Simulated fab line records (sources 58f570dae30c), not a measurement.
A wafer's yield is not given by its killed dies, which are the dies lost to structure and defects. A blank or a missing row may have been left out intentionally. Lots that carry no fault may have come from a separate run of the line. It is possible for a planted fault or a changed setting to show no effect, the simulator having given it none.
fab line records | flow berkeleyCmos170
record lots=13 | wafers=39 | lastDay=11
route steps=331 shown ACTIVE@75 SPACER@172 M1@252 M2@286
lots that met no fault: from a run of the same line without faults
startH: hours from the record's opening day to when the first of the lot's shown wafers began | waitH: hours since the lot's step before | " identical to the entry in the row above | L1.1+2: a row that stands for several wafers | - no value, or no start given | * or withheld: withheld | < > ~ a bound
route shown NAME@n: names a module that has steps shown in the file, with the first one's number in the route | usual: mean and standard deviation over wafers with no fault | same: alike in all rows | chamber/n: place in a boat | sites: each site's reading | _std_site: their standard deviation | _edge_site: the outer-site mean with the inner-site mean subtracted | radiusMm: how far each site lies from the wafer's centre | mask NAME#n: copy n | behind: the most recent tool/chamber to have shaped the wafer | hold: what put the lot on hold/how long, in hours/how the hold closed | device: whichever transistor did not switch (one of n, p or np) | end of line: the tests these same wafers got at the end of their route | for a step that has no rows: nothing shown but its recipe | killed: not the wafer's yield, but the dies lost to structure and defects at the first sort | map: dies across one wafer; x = killed, . = not, _ = none there
set.NAME: the setting as run; set.NAME@STEP: as run at that earlier step | model.NAME: the simulator's own value behind a step, which no gauge read
one table for each step of the route and one row for each wafer, over a sample of lots
services: the hour from which a tool's chamber was out of use, counted from the record's first day as startH (under 0 if before that day), plus the number of hours and why
## steps
# step UCB170_ACTIVE_ETCH_15
# recipe chemistry=CH3F/Ar/O2 | target=Si3N4 | stopOn=SiO2 | CH3F_flow_sccm=20 | Ar_flow_sccm=50 | O2_flow_sccm=7 | pressureMtorr=50 | rfW=450 | targetDepthA=2420 | overEtchFrac=0.1 | timeS=151
# usual chamberPressureMTorr=50.01/0.042 | drypumpMotorCurrentA=5.7/0.37 | oesProductAu=0.944/0.014 | runLengthS=179.3/0.46 | throttleValvePct=8.05/0.16
lot.wafer | tool       | chamber | startH | waitH | chamberPressureMTorr | drypumpMotorCurrentA | oesProductAu | rfHoursCounterH | runLengthS | throttleValvePct
L929.1    | rieDiel-02 | 2       | 74.20  | 0.0   | 49.97                | 5.8                  | 0.957        | 122             | 179.5      | 7.76
L929.3    | "          | 1       | "      | "     | 50.04                | 5.5                  | 0.934        | 13              | 178.4      | 7.95
L929.5    | "          | 1       | "      | "     | 49.97                | 5.5                  | 0.926        | -               | 178.8      | 7.95
L931.3    | rieDiel-01 | 3       | 84.87  | 0.0   | 50.05                | 4.9                  | 0.961        | 31              | 179.5      | 8.02
L931.5    | "          | 2       | "      | "     | 49.97                | 5.7                  | 0.939        | -               | 179.0      | 8.21
L931.6    | "          | 1       | "      | "     | 49.98                | 5.8                  | 0.963        | -               | 180.1      | 8.02
L932.2    | rieDiel-01 | 0       | 90.69  | 0.0   | 50.08                | 6.4                  | 0.979        | 120             | 179.5      | 8.29
L932.4    | "          | 3       | "      | "     | 49.98                | 5.0                  | 0.943        | 31              | 179.5      | 8.00
L932.6    | "          | 3       | "      | "     | 50.11                | 5.0                  | 0.957        | -               | 179.0      | 8.00
L933.2    | rieDiel-01 | 3       | 100.99 | 0.0   | 50.00                | 5.0                  | 0.944        | 31              | 179.0      | 7.98
L933.4    | "          | 1       | "      | "     | 49.94                | 5.8                  | 0.955        | 95              | 179.4      | 8.01
L933.5    | "          | 2       | "      | "     | 50.00                | 5.7                  | 0.927        | -               | 179.3      | 8.19
L934.3    | rieDiel-02 | 2       | 101.08 | 0.0   | 49.98                | 5.8                  | 0.956        | 123             | 179.7      | 7.77
L934.5    | "          | 0       | "      | "     | 49.97                | 5.2                  | 0.933        | -               | 179.0      | 7.99
L934.6    | "          | 3       | "      | "     | 49.99                | 5.5                  | 0.945        | -               | 179.0      | 8.01
L935.1    | rieDiel-01 | 0       | 108.88 | 0.0   | 50.02                | 6.3                  | 0.959        | 121             | 179.8      | 8.29
L935.3    | "          | 1       | "      | "     | 49.97                | 5.7                  | 0.939        | 96              | 179.7      | 8.02
L935.6    | "          | 0       | "      | "     | 50.02                | 6.3                  | 0.955        | -               | 179.7      | 8.27
L937.1    | rieDiel-03 | 0       | 118.81 | 0.0   | 50.04                | 5.8                  | 0.931        | 121             | 179.0      | 7.74
L937.4    | "          | 3       | "      | "     | 49.97                | 5.7                  | 0.953        | 0               | 179.0      | 8.15
L937.5    | "          | 3       | "      | "     | 50.05                | 5.7                  | 0.959        | -               | 178.6      | 8.15
L938.3    | rieDiel-03 | 1       | 128.23 | 0.0   | 50.01                | 5.4                  | 0.929        | 36              | 179.3      | 8.12
L938.4    | "          | 3       | "      | "     | 49.98                | 5.7                  | 0.960        | 0               | 178.6      | 8.14
L938.5    | "          | 0       | "      | "     | 49.96                | 5.9                  | 0.935        | -               | 179.3      | 7.75
L942.1    | rieDiel-01 | 2       | 139.51 | 0.0   | 50.03                | 5.7                  | 0.933        | 16              | 178.9      | 8.19
L942.4    | "          | 1       | "      | "     | 50.09                | 5.8                  | 0.943        | 98              | 179.8      | 8.00
L942.5    | "          | 3       | "      | "     | 49.97                | 5.0                  | 0.949        | -               | 179.4      | 8.01
L943.2    | rieDiel-03 | 1       | 152.13 | 0.0   | 49.97                | 5.4                  | 0.926        | 37              | 179.8      | 8.12
L943.3    | "          | 3       | "      | "     | 50.03                | 5.7                  | 0.955        | 2               | 179.4      | 8.15
L943.5    | "          | 1       | "      | "     | 50.04                | 5.4                  | 0.936        | -               | 179.3      | 8.11
L944.1    | rieDiel-01 | 1       | 160.64 | 0.0   | 49.99                | 5.8                  | 0.923        | 99              | 179.6      | 8.01
L944.2    | "          | 0       | "      | "     | 49.99                | 6.3                  | 0.957        | 124             | 179.6      | 8.30
L944.5    | "          | 1       | "      | "     | 50.04                | 5.8                  | 0.941        | -               | 179.8      | 8.00
L945.2    | rieDiel-01 | 2       | 163.66 | 0.0   | 50.04                | 5.7                  | 0.931        | 17              | 179.2      | 8.20
L945.3    | "          | 3       | "      | "     | 49.97                | 4.9                  | 0.889        | 34              | 199.0      | 8.00
L945.5    | "          | 2       | "      | "     | 50.07                | 5.7                  | 0.947        | -               | 178.8      | 8.19
L950.2    | rieDiel-02 | 2       | 185.66 | 0.0   | 50.02                | 5.8                  | 0.965        | 127             | 179.4      | 7.76
L950.5    | "          | 2       | "      | "     | 50.05                | 5.8                  | 0.967        | -               | 179.6      | 7.76
L950.6    | "          | 1       | "      | "     | 50.03                | 5.5                  | 0.930        | -               | 178.4      | 7.95
# step UCB170_ACTIVE_STRIP_16
# recipe chemistry=O2 | powerW=400 | pressureMtorr=3500 | platenTempC=withheld | o2FlowSccm=400 | overashFraction=0.5
# usual chamberPressureMTorr=3500/3 | drypumpMotorCurrentA=5.6/0.67 | oesProductAu=0.721/0.0045 | stripTimeToEndpointS=18.09/0.089
lot.wafer | tool           | chamber | startH | waitH | chamberPressureMTorr | drypumpMotorCurrentA | oesProductAu | rfHoursCounterH | stripTimeToEndpointS
L929.1    | plasmaAsher-01 | 0       | 74.30  | 0.1   | 3498                 | 5.9                  | 0.717        | 28              | 18.12
L929.3    | "              | 0       | "      | "     | 3502                 | 5.9                  | 0.722        | -               | 18.09
L929.5    | "              | 1       | "      | "     | 3497                 | 4.7                  | 0.716        | -               | 18.19
L931.3    | plasmaAsher-04 | 1       | 85.01  | 0.1   | 3504                 | 6.5                  | 0.716        | -               | 18.10
L931.5    | "              | 1       | "      | "     | 3501                 | 6.5                  | 0.722        | -               | 18.04
L931.6    | "              | 0       | "      | "     | 3502                 | 6.6                  | 0.719        | -               | 18.09
L932.2    | plasmaAsher-04 | 0       | 90.79  | 0.1   | 3504                 | 6.6                  | 0.720        | 40              | 18.26
L932.4    | "              | 1       | "      | "     | 3496                 | 6.6                  | 0.730        | -               | 18.20
L932.6    | "              | 0       | "      | "     | 3500                 | 6.5                  | 0.726        | -               | 18.22
L933.2    | plasmaAsher-01 | 1       | 101.09 | 0.1   | 3499                 | 4.7                  | 0.723        | 32              | 18.16
L933.4    | "              | 1       | "      | "     | 3501                 | 4.7                  | 0.715        | -               | 18.20
L933.5    | "              | 0       | "      | "     | 3501                 | 5.9                  | 0.725        | -               | 18.12
L934.3    | plasmaAsher-04 | 0       | 101.21 | 0.1   | 3502                 | 6.6                  | 0.720        | -               | 18.09
L934.5    | "              | 0       | "      | "     | 3494                 | 6.6                  | 0.730        | -               | 18.16
L934.6    | "              | 1       | "      | "     | 3505                 | 6.6                  | 0.725        | -               | 18.12
L935.1    | plasmaAsher-01 | 1       | 108.98 | 0.1   | 3497                 | 4.7                  | 0.728        | 33              | 18.23
L935.3    | "              | 0       | "      | "     | 3494                 | 5.9                  | 0.720        | -               | 18.06
L935.6    | "              | 0       | "      | "     | 3504                 | 5.9                  | 0.728        | -               | 18.29
L937.1    | plasmaAsher-04 | 1       | 118.91 | 0.1   | 3498                 | 6.5                  | 0.724        | 43              | 18.19
L937.4    | "              | 1       | "      | "     | 3498                 | 6.5                  | 0.728        | -               | 18.09
L937.5    | "              | 0       | "      | "     | 3498                 | 6.6                  | 0.721        | -               | 18.11
L938.3    | plasmaAsher-03 | 1       | 128.36 | 0.1   | 3503                 | 5.7                  | 0.715        | -               | 17.93
L938.4    | "              | 0       | "      | "     | 3497                 | 5.1                  | 0.725        | -               | 18.05
L938.5    | "              | 0       | "      | "     | 3498                 | 5.1                  | 0.723        | -               | 18.05
L942.1    | plasmaAsher-01 | 0       | 139.61 | 0.1   | 3499                 | 5.9                  | 0.715        | 37              | 18.03
L942.4    | "              | 0       | "      | "     | 3501                 | 5.9                  | 0.727        | -               | 17.98
L942.5    | "              | 0       | "      | "     | 3504                 | 5.9                  | 0.717        | -               | 17.96
L943.2    | plasmaAsher-03 | 0       | 152.23 | 0.1   | 3498                 | 5.1                  | 0.720        | 43              | 18.10
L943.3    | "              | 1       | "      | "     | 3500                 | 5.8                  | 0.724        | -               | 18.02
L943.5    | "              | 1       | "      | "     | 3504                 | 5.7                  | 0.724        | -               | 18.05
L944.1    | plasmaAsher-03 | 1       | 160.74 | 0.1   | 3503                 | 5.7                  | 0.722        | 44              | 18.17
L944.2    | "              | 0       | "      | "     | 3497                 | 5.1                  | 0.716        | 44              | 18.31
L944.5    | "              | 1       | "      | "     | 3497                 | 5.7                  | 0.717        | -               | 18.19
L945.2    | plasmaAsher-01 | 1       | 163.77 | 0.1   | 3499                 | 4.6                  | 0.728        | 40              | 18.06
L945.3    | "              | 0       | "      | "     | 3503                 | 5.9                  | 0.719        | -               | 17.62
L945.5    | "              | 0       | "      | "     | 3497                 | 6.0                  | 0.716        | -               | 18.08
L950.2    | plasmaAsher-01 | 0       | 185.76 | 0.1   | 3502                 | 5.9                  | 0.718        | 42              | 18.05
L950.5    | "              | 1       | "      | "     | 3495                 | 4.7                  | 0.730        | -               | 18.04
L950.6    | "              | 0       | "      | "     | 3501                 | 5.9                  | 0.729        | -               | 18.10
# step UCB170_SPACER_THK_MEAS_01
# recipe reads=SiO2_of_SPACER_CVD_00
# usual SPACER_TEOS_THK=376/5.1
lot.wafer | tool         | chamber | startH | waitH | SPACER_TEOS_THK[nm]
L929.1    | filmMetro-04 | -       | 125.24 | 0.0   | 374
L929.3    | "            | -       | "      | "     | 366
L929.5    | "            | -       | "      | "     | 371
L931.3    | filmMetro-02 | -       | 135.67 | 0.0   | 378
L931.5    | "            | -       | "      | "     | 380
L931.6    | "            | -       | "      | "     | 378
L932.2    | filmMetro-04 | -       | 148.08 | 0.0   | 376
L932.4    | "            | -       | "      | "     | 384
L932.6    | "            | -       | "      | "     | 377
L933.2    | filmMetro-04 | -       | 155.31 | 0.0   | 378
L933.4    | "            | -       | "      | "     | 377
L933.5    | "            | -       | "      | "     | 381
L934.3    | filmMetro-01 | -       | 155.32 | 0.0   | 375
L934.5    | "            | -       | "      | "     | 378
L934.6    | "            | -       | "      | "     | 378
L935.1    | filmMetro-04 | -       | 167.18 | 0.0   | 368
L935.3    | "            | -       | "      | "     | 371
L935.6    | "            | -       | "      | "     | 383
L937.1    | filmMetro-04 | -       | 171.93 | 0.0   | 374
L937.4    | "            | -       | "      | "     | 381
L937.5    | "            | -       | "      | "     | 388
L938.3    | filmMetro-04 | -       | 177.63 | 0.0   | 378
L938.4    | "            | -       | "      | "     | 384
L938.5    | "            | -       | "      | "     | 385
L942.1    | filmMetro-02 | -       | 193.38 | 0.0   | 375
L942.4    | "            | -       | "      | "     | 384
L942.5    | "            | -       | "      | "     | 377
L943.2    | filmMetro-04 | -       | 208.51 | 0.0   | 375
L943.3    | "            | -       | "      | "     | 375
L943.5    | "            | -       | "      | "     | 383
L945.2    | filmMetro-01 | -       | 209.03 | 0.0   | 372
L945.3    | "            | -       | "      | "     | 374
L945.5    | "            | -       | "      | "     | 376
L944.1    | filmMetro-01 | -       | 209.20 | 0.0   | 379
L944.2    | "            | -       | "      | "     | 372
L944.5    | "            | -       | "      | "     | 385
L950.2    | filmMetro-01 | -       | 232.99 | 0.0   | 371
L950.5    | "            | -       | "      | "     | 383
L950.6    | "            | -       | "      | "     | 373
# step UCB170_M1_CD_MEAS_90
# recipe targetCdNm=700
# usual cdNm=699.8/2.4
lot.wafer | tool     | chamber | startH | waitH | cdNm
L929.1    | cdSem-01 | -       | 141.62 | 0.1   | 698.2
L929.3    | "        | -       | "      | "     | 699.5
L929.5    | "        | -       | "      | "     | 697.1
L931.3    | cdSem-01 | -       | 157.17 | 0.1   | 700.7
L931.5    | "        | -       | "      | "     | 700.4
L931.6    | "        | -       | "      | "     | 701.3
L932.2    | cdSem-02 | -       | 169.08 | 0.1   | 697.8
L932.4    | "        | -       | "      | "     | 699.3
L932.6    | "        | -       | "      | "     | 699.6
L933.2    | cdSem-01 | -       | 175.13 | 0.1   | 696.4
L933.4    | "        | -       | "      | "     | 698.2
L933.5    | "        | -       | "      | "     | 696.1
L934.3    | cdSem-02 | -       | 175.42 | 0.1   | 699.6
L934.5    | "        | -       | "      | "     | 699.8
L934.6    | "        | -       | "      | "     | 703.9
L935.1    | cdSem-02 | -       | 184.41 | 0.1   | 695.4
L935.3    | "        | -       | "      | "     | 698.3
L935.6    | "        | -       | "      | "     | 697.0
L937.1    | cdSem-01 | -       | 193.53 | 0.1   | 700.3
L937.4    | "        | -       | "      | "     | 700.1
L937.5    | "        | -       | "      | "     | 705.9
L938.3    | cdSem-01 | -       | 201.46 | 0.1   | 702.8
L938.4    | "        | -       | "      | "     | 701.1
L938.5    | "        | -       | "      | "     | 703.0
L942.1    | cdSem-01 | -       | 212.53 | 0.1   | 696.5
L942.4    | "        | -       | "      | "     | 695.7
L942.5    | "        | -       | "      | "     | 699.4
L943.2    | cdSem-01 | -       | 229.07 | 0.1   | 698.0
L943.3    | "        | -       | "      | "     | 701.0
L943.5    | "        | -       | "      | "     | 699.5
L945.2    | cdSem-01 | -       | 231.23 | 0.1   | 700.5
L945.3    | "        | -       | "      | "     | 698.5
L945.5    | "        | -       | "      | "     | 700.0
L944.1    | cdSem-01 | -       | 233.42 | 0.1   | 701.5
L944.2    | "        | -       | "      | "     | 699.7
L944.5    | "        | -       | "      | "     | 704.3
L950.2    | cdSem-01 | -       | 251.38 | 0.1   | 697.8
L950.5    | "        | -       | "      | "     | 700.3
L950.6    | "        | -       | "      | "     | 697.5
# step UCB170_M2_CD_MEAS_15
# recipe targetCdNm=700
# usual cdNm=700.3/1.2
lot.wafer | tool     | chamber | startH | waitH | cdNm
L929.1    | cdSem-01 | -       | 153.52 | -     | 699.1
L929.3    | "        | -       | "      | "     | 700.2
L929.5    | "        | -       | "      | "     | 698.6
L931.3    | cdSem-01 | -       | 168.18 | -     | 701.1
L931.5    | "        | -       | "      | "     | 701.1
L931.6    | "        | -       | "      | "     | 700.8
L932.2    | cdSem-01 | -       | 178.49 | -     | 698.7
L932.4    | "        | -       | "      | "     | 699.5
L932.6    | "        | -       | "      | "     | 699.6
L933.2    | cdSem-01 | -       | 185.04 | -     | 701.6
L933.4    | "        | -       | "      | "     | 700.6
L933.5    | "        | -       | "      | "     | 701.1
L934.3    | cdSem-02 | -       | 185.41 | -     | 701.2
L934.5    | "        | -       | "      | "     | 699.6
L934.6    | "        | -       | "      | "     | 699.8
L935.1    | cdSem-02 | -       | 195.48 | -     | 700.1
L935.3    | "        | -       | "      | "     | 699.5
L935.6    | "        | -       | "      | "     | 699.2
L937.1    | cdSem-02 | -       | 205.70 | -     | 701.3
L937.4    | "        | -       | "      | "     | 701.4
L937.5    | "        | -       | "      | "     | 702.2
L938.3    | cdSem-02 | -       | 209.51 | -     | 702.1
L938.4    | "        | -       | "      | "     | 702.5
L938.5    | "        | -       | "      | "     | 702.8
L942.1    | cdSem-01 | -       | 222.50 | -     | 698.1
L942.4    | "        | -       | "      | "     | 697.6
L942.5    | "        | -       | "      | "     | 698.5
L943.2    | cdSem-02 | -       | 238.77 | -     | 700.2
L943.3    | "        | -       | "      | "     | 700.9
L943.5    | "        | -       | "      | "     | 700.9
L945.2    | cdSem-02 | -       | 239.04 | -     | 701.5
L945.3    | "        | -       | "      | "     | 700.3
L945.5    | "        | -       | "      | "     | 700.1
L944.1    | cdSem-02 | -       | 242.68 | -     | 701.3
L944.2    | "        | -       | "      | "     | 703.5
L944.5    | "        | -       | "      | "     | 703.1
L950.2    | cdSem-01 | -       | 259.43 | -     | 700.8
L950.5    | "        | -       | "      | "     | 700.0
L950.6    | "        | -       | "      | "     | 699.9
## services
tool           | chamber | startH | hours | kind
rieDiel-02     | -       | 53.82  | 0.2   | repair
plasmaAsher-03 | -       | 73.11  | 23.0  | pm
rieDiel-03     | 0       | 73.18  | 16.4  | repair
rieDiel-03     | 3       | 89.61  | -     | clean
rieDiel-03     | 3       | 89.61  | 20.0  | scheduledDown
rieDiel-03     | 3       | 89.61  | 20.0  | ventCycle
rieDiel-03     | 1       | 93.06  | 8.5   | repair
rieDiel-02     | -       | 93.19  | 2.8   | pm
rieDiel-01     | 2       | 118.82 | 16.3  | repair
rieDiel-02     | 3       | 130.97 | 3.1   | repair
plasmaAsher-04 | -       | 142.12 | 0.9   | repair
rieDiel-03     | 2       | 152.99 | 6.8   | repair
rieDiel-03     | 2       | 182.48 | 8.3   | repair
## key
firstSign step=UCB170_ACTIVE_ETCH_15 | reading=runLengthS | direction=up | sigmas=43 | usual=* | struck=*
effect step=UCB170_ACTIVE_ETCH_15 | reading=oesProductAu | direction=down | sigmas=3.8 | usual=0.944 | struck=0.889
effect step=UCB170_ACTIVE_STRIP_16 | reading=stripTimeToEndpointS | direction=down | sigmas=5.3 | usual=* | struck=*
metAt UCB170_ACTIVE_ETCH_15
struckLots L945
struckWafers L945.3
testerLeftOut L945
notActingAt UCB170_SPACER_THK_MEAS_01,UCB170_M1_CD_MEAS_90,UCB170_M2_CD_MEAS_15
onsetBetween 139.51 163.66
fault kind=processParameterDrift | tool=rieDiel-01 | chamber=3 | onsetH=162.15 | steps=UCB170_ACTIVE_ETCH_15 | channel=timeS | offset=* | shape=step | endH=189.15 | actsIn=* | stated=*
# testerLeftOut: of these lots the tester's yield and bins aren't shown, on N5 and GAA mostly nor the transistor test; their killed dies are dies lost to structure and defects alone, not to doping, threshold or leakage, so they don't give the yield
